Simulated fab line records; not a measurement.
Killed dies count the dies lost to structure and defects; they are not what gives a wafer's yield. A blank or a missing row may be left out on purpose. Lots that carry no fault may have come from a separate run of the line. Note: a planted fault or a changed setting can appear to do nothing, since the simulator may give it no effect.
A struck lot beside a sound one ; flow rit_cmos ; 44 out of 202 route steps
Sound: these wafers, L135.1, L135.2, L135.3. The struck wafers were L143.2, L143.3, L143.4. The cause is named last.
At each step with rows: each side's tool, then ch and its chambers, then its first start. Under that, the readings that differ: sound wafers ; struck wafers ; difference of the means ; sigmas: that difference in standard deviations of wafers without a fault.
alike: same words and numbers on both sides, and readings whose means sit less than 2 such deviations apart. not compared: any withheld reading, any reading some wafer has no value for, any bound like >300 that may hide the same value, and any number with overlapping values for which the record gives no deviation.
The two part at a step that has a row with sigmas, a row that says differs or no value, or rows on one side only. Numbers that don't overlap but have no deviation are shown without sigmas and don't part them. A reading that every wafer of one side lacks parts them only if that side has two wafers or more.

first, 1 step without rows for these wafers: RIT_PRETRO_IMPLANT_08.
RIT_PRETRO_STRIP_09: strips in O2, time 180 s.
  sound on plasma_asher-01 ch 0,1, day 3 00:55; struck on plasma_asher-04 ch 0,1, day 4 20:59
  alike: drypump_motor_current_A
  not compared: rf_hours_counter_h
RIT_PRETRO_TW_MEAS_10:
  sound: film_metro-04 at day 3 01:05; struck: film_metro-04 at day 4 21:10
  alike: PRETRO_TW
then, 5 steps without rows for these wafers: RIT_GATE_WET_ETCH_00 (etches SiO2 in BOE, target depth 56 nm, time 60 s); RIT_GATE_CLEAN_01 (cleans in SC1, time 607.7 s); RIT_GATE_CLEAN_02 (cleans in dHF, time 30 s); RIT_GATE_CLEAN_03 (cleans in SC2, time 600 s); RIT_GATE_CLEAN_04 (cleans in dHF, time 60 s).
RIT_FOX2_THK_MEAS_91:
  sound: film_metro-02 at day 3 01:34; struck: film_metro-02 at day 4 21:40
  alike: FIELD_OXIDE_LEFT_2_THK
then, 2 steps without rows for these wafers: RIT_GATE_OXIDATION_05 (target thk 3 nm, ox time 270 s); RIT_GATE_ANNEAL_06 (time 600 s).
RIT_GATE_THK_MEAS_07:
  sound: film_metro-02 at day 3 02:57; struck: film_metro-02 at day 5 05:05
  alike: GATE_OXIDE_THK
RIT_GATE_CVD_08: deposits poly-Si from SiH4, target thk 250 nm, time 2220 s.
  sound on lpcvd-01 ch 1, day 3 03:01; struck on lpcvd-01 ch 0, day 5 05:08
reading;sound;struck;difference;sigmas
model.poly-Si_of_GATE_CVD_08.thk_nm (nm);249.1 247.9 248.8;258.9 258.3 258.5;+10.0;
  alike: pressure_mtorr, spike_tc_centre_C, zone_power_load_pct
RIT_GATE_THK_MEAS_09:
  sound: film_metro-02 at day 3 04:38; struck: film_metro-01 at day 5 06:46
reading;sound;struck;difference;sigmas
GATE_POLY_THK (nm);249.1 247.8 248.7;258.9 258.3 258.7;+10.1;+6
then, 6 steps without rows for these wafers: RIT_GATE_HMDS_10 (prime time 60 s); RIT_GATE_COAT_11 (resist thk 850 nm); RIT_GATE_SOFTBAKE_12 (time 58.07 s); RIT_GATE_EXPOSE_13 (exposes mask M6, target cd 150 nm); RIT_GATE_PEB_14; RIT_GATE_DEVELOP_15 (develop time 50 s).
RIT_GATE_CD_MEAS_16: the cd target is 150 nm.
  sound: cd_sem-02 at day 3 05:40; struck: cd_sem-01 at day 5 07:49
  alike: cd_nm
RIT_GATE_OVL_MEAS_17:
  sound: overlay-02 at day 3 05:47; struck: overlay-01 at day 5 07:55
  alike: GATE_OVL
then, 1 step without rows for these wafers: RIT_GATE_HARDBAKE_18 (time 60 s).
RIT_GATE_ETCH_19: etches poly-Si in SF6/CHF3/O2, stops on SiO2, time 165 s, target depth 312.5 nm.
  sound on rie_si-01 ch 0,1,3, day 3 05:58; struck on rie_si-01 ch 1,2,3, day 5 08:06
reading;sound;struck;difference;sigmas
model.GATE.feature_depth_nm (nm);249.1 247.9 248.8;258.9 258.3 258.5;+10.0;
model.etch.depth_nm (nm);249.1 247.9 248.8;258.9 258.3 258.5;+10.0;
  alike: drypump_motor_current_A, he_backside_leak_sccm, oes_product_au, throttle_valve_pct
  not compared: rf_hours_counter_h
RIT_GATE_STRIP_20: strips in O2, time 180 s.
  sound on plasma_asher-02 ch 0,1, day 3 06:05; struck on plasma_asher-02 ch 0,1, day 5 08:13
  alike: drypump_motor_current_A
  not compared: rf_hours_counter_h
RIT_GATE_CD_MEAS_90: the cd target is 150 nm.
  sound: cd_sem-01 at day 3 06:15; struck: cd_sem-02 at day 5 08:24
  alike: cd_nm
then, 4 steps without rows for these wafers: RIT_REOX_CLEAN_00 (cleans in SC1, time 572.7 s); RIT_REOX_CLEAN_01 (cleans in dHF, time 30 s); RIT_REOX_CLEAN_02 (cleans in SC2, time 600 s); RIT_REOX_OXIDATION_03 (target thk 25.2 nm, ox time 5580 s).
RIT_REOX_THK_MEAS_04:
  sound: film_metro-01 at day 3 10:21; struck: film_metro-01 at day 5 14:08
  alike: REOX_OXIDE_THK
then, 6 steps without rows for these wafers: RIT_NLDD_HMDS_00 (prime time 60 s); RIT_NLDD_COAT_01 (resist thk 1000 nm); RIT_NLDD_SOFTBAKE_02 (time 60 s); RIT_NLDD_EXPOSE_03 (exposes mask M7, target cd 40700 nm); RIT_NLDD_PEB_04; RIT_NLDD_DEVELOP_05 (develop time 50 s).
RIT_NLDD_OVL_MEAS_06:
  sound: overlay-01 at day 3 11:24; struck: overlay-02 at day 5 15:02
  alike: NLDD_OVL
then, 2 steps without rows for these wafers: RIT_NLDD_HARDBAKE_07 (time 60 s); RIT_NLDD_IMPLANT_08.
RIT_NLDD_STRIP_09: strips in O2, time 180 s.
  sound on plasma_asher-02 ch 0,1, day 3 11:44; struck on plasma_asher-02 ch 0,1, day 5 15:22
  alike: drypump_motor_current_A
  not compared: rf_hours_counter_h
RIT_NLDD_TW_MEAS_10:
  sound: film_metro-01 at day 3 11:55; struck: film_metro-02 at day 5 15:33
  alike: NLDD_TW
RIT_SDANNEAL_CLEAN_02: cleans in SC2, time 600 s.
  sound on wet_bench-04 ch 1, day 3 19:04; struck on wet_bench-02 ch 2, day 5 22:41
reading;sound;struck;difference;sigmas
model.poly-Si_of_GATE_CVD_08.thk_nm (nm);162 162.3 161.9;172.9 172 172;+10.2;
  alike: bath_heat_duty_pct
RIT_M1_PROBE_99:
  sound: prober-01 at day 4 02:44; struck: prober-01 at day 6 06:54
reading;sound;struck;difference;sigmas
killed_at_M0_to_M3;0 0 0;0 0 1;+0;+3
  alike: killed_at_contacts, killed_at_front_end, killed_dies, killed_open, killed_short
  not compared: model.etest.poly_comb_over_steps.leak_log10_a_um

## WHERE THEY PART
Last at RIT_M1_PROBE_99 as far as this record goes, first at RIT_GATE_THK_MEAS_09.

WHY: what had been put in by the simulator
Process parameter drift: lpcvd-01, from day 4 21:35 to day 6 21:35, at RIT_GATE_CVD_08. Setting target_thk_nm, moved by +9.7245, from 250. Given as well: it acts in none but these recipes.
